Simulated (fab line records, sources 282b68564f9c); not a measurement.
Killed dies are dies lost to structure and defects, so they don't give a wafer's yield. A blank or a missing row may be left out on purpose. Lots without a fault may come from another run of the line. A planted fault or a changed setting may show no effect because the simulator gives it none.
A struck lot beside a sound one | flow rit_cmos | 27 steps out of a route of 202
Sound: wafers L561.1, L561.4, L561.6. Struck: wafer L575.2. (L575.1, L575.4 of the same lot were not struck and are left out.) The cause comes at the end.
At each step with rows: each side's tool, then ch and its chambers, then its first start. Under that, the readings that differ: sound wafers | struck wafers | difference of the means | sigmas: that difference in standard deviations of wafers without a fault.
alike: readings whose means differ by less than 2 such deviations, and words and numbers that are the same on both sides. not compared: withheld readings, readings that some wafer has no value for, bounds like >300 that may hide the same value, and numbers for which the record gives no deviation and whose values overlap.
The two part at a step that has a row with sigmas, a row that says differs or no value, or rows on one side only. Numbers that don't overlap but have no deviation are shown without sigmas and don't part them. A reading that every wafer of one side lacks parts them only if that side has two wafers or more.

first, 4 steps without rows for these wafers: RIT_CONTACT_SOFTBAKE_04 (time 60 s); RIT_CONTACT_EXPOSE_05 (exposes mask M11, target cd 1000 nm); RIT_CONTACT_PEB_06; RIT_CONTACT_DEVELOP_07 (develop time 120 s).
RIT_CONTACT_CD_MEAS_08: target cd 1000 nm.
  sound on cd_sem-01, day 3 19:06; struck on cd_sem-01, day 6 16:46
  alike: cd_nm
RIT_CONTACT_OVL_MEAS_09:
  sound on overlay-01, day 3 19:13; struck on overlay-01, day 6 16:53
  alike: CONTACT_OVL
then, 1 step without rows for these wafers: RIT_CONTACT_HARDBAKE_10 (time 60 s).
RIT_CONTACT_ETCH_11: etches SiO2 in CHF3/CF4/Ar, stops on TiSi2, target depth 480 nm, time 320 s.
  sound on rie_diel-01 ch 2,3, day 3 19:25; struck on rie_diel-03 ch 0, day 6 17:04
  reading               | sound             | struck | difference | sigmas
  oes_product_au (a.u.) | 0.984 1.008 0.981 | 0.953  | -0.038     | -2
  alike: O2_flow_sccm, cf4_flow_sccm, drypump_motor_current_A, throttle_valve_pct
  not compared: rf_hours_counter_h
RIT_CONTACT_STRIP_12: strips in O2, time 180 s.
  sound on plasma_asher-02 ch 0, day 3 19:36; struck on plasma_asher-04 ch 0, day 6 17:16
  alike: drypump_motor_current_A
  not compared: rf_hours_counter_h
RIT_CONTACT_CD_MEAS_90: target cd 1000 nm.
  sound on cd_sem-02, day 3 19:47; struck on cd_sem-02, day 6 17:26
  reading    | sound                | struck | difference | sigmas
  cd_nm (nm) | 1004.0 1004.0 1004.6 | 999.6  | -4.6       | -2
then, 2 steps without rows for these wafers: RIT_CONTACT_CLEAN_13 (cleans in SC1, time 600 s); RIT_CONTACT_CLEAN_14 (cleans in SC2, time 600 s).
RIT_M1_SPUTTER_00: material Al, target thk 400 nm, time 500 s.
  sound on pvd_sputter-01, day 3 20:15; struck on pvd_sputter-01, day 6 17:56
  reading                               | sound             | struck | difference | sigmas
  model.Al_of_M1_SPUTTER_00.thk_nm (nm) | 391.3 395.4 394.8 | 558    | +164       |
  alike: throttle_valve_pct
RIT_M1_RS_MEAS_01: measures by four-point-probe.
  sound on film_metro-01, day 3 20:32; struck on film_metro-01, day 6 18:13
  reading           | sound                | struck | difference | sigmas
  M1_AL_RS (ohm/sq) | 0.0751 0.0743 0.0744 | 0.0525 | -0.0221    | -26
RIT_M1_THK_MEAS_02: measures by xrf.
  sound on film_metro-01, day 3 20:40; struck on film_metro-01, day 6 18:20
  reading        | sound       | struck | difference | sigmas
  M1_AL_THK (nm) | 389 393 393 | 553    | +161       | +33
then, 6 steps without rows for these wafers: RIT_M1_HMDS_03 (prime time 60 s); RIT_M1_COAT_04 (resist thk 1300 nm); RIT_M1_SOFTBAKE_05 (time 60 s); RIT_M1_EXPOSE_06 (exposes mask M12, target cd 2600 nm); RIT_M1_PEB_07; RIT_M1_DEVELOP_08 (develop time 68 s).
RIT_M1_CD_MEAS_09: target cd 2600 nm.
  sound on cd_sem-02, day 3 21:44; struck on cd_sem-01, day 6 19:25
  alike: cd_nm
RIT_M1_OVL_MEAS_10:
  sound on overlay-01, day 3 21:51; struck on overlay-02, day 6 19:32
  alike: M1_OVL
then, 1 step without rows for these wafers: RIT_M1_HARDBAKE_11 (time 120 s).
RIT_M1_METAL_ETCH_12: etches Al in Cl2/BCl3, stops on SiO2, time 165 s, target depth 600 nm.
  sound on rie_metal-01 ch 0, day 3 22:08; struck on rie_metal-01 ch 1, day 6 20:08
  reading               | sound             | struck | difference | sigmas
  oes_product_au (a.u.) | 0.771 0.783 0.772 | 0.954  | +0.179     | +16
  alike: drypump_motor_current_A, throttle_valve_pct
  not compared: rf_hours_counter_h
then, 1 step without rows for these wafers: RIT_M1_STRIP_13 (strips in nmp, time 600 s).
RIT_M1_PROBE_99:
  sound on prober-02, day 4 00:25; struck on prober-02, day 6 22:28
  reading                                        | sound                       | struck    | difference | sigmas
  model.etest.tester.sort_n_pass                 | 252 256 258                 | 0         | -255       |
  model.etest.tester.sort_yield_pct (%)          | 95.45 96.97 97.73           | 0         | -97        |
  model.etest.m1_comb_over_steps.leak_log10_a_um | -12.78 -12.87 -12.77        | -7.97     | +4.84      |
  model.etest.ring.quiet_log10_a (angstrom)      | -8.072 -8.127 -8.164        | -6.018    | +2.103     |
  model.etest.m1.rs_ohm_sq                       | 0.07408 0.07342 0.07326     | 0.0519    | -0.0217    |
  model.etest.antenna_m1.vt_shift_v (V)          | -0.008165 -0.01453 -0.01639 | -0.003228 | +0.009800  |
  alike: defect_limited_yield, killed_at_contacts, killed_at_front_end, killed_dies, killed_open, killed_short

WHERE THEY PART
First at RIT_CONTACT_ETCH_11; last, within this record, at RIT_M1_METAL_ETCH_12. Later steps at which nothing parts them and some readings are alike: RIT_M1_PROBE_99.

WHY: what the simulator had put in
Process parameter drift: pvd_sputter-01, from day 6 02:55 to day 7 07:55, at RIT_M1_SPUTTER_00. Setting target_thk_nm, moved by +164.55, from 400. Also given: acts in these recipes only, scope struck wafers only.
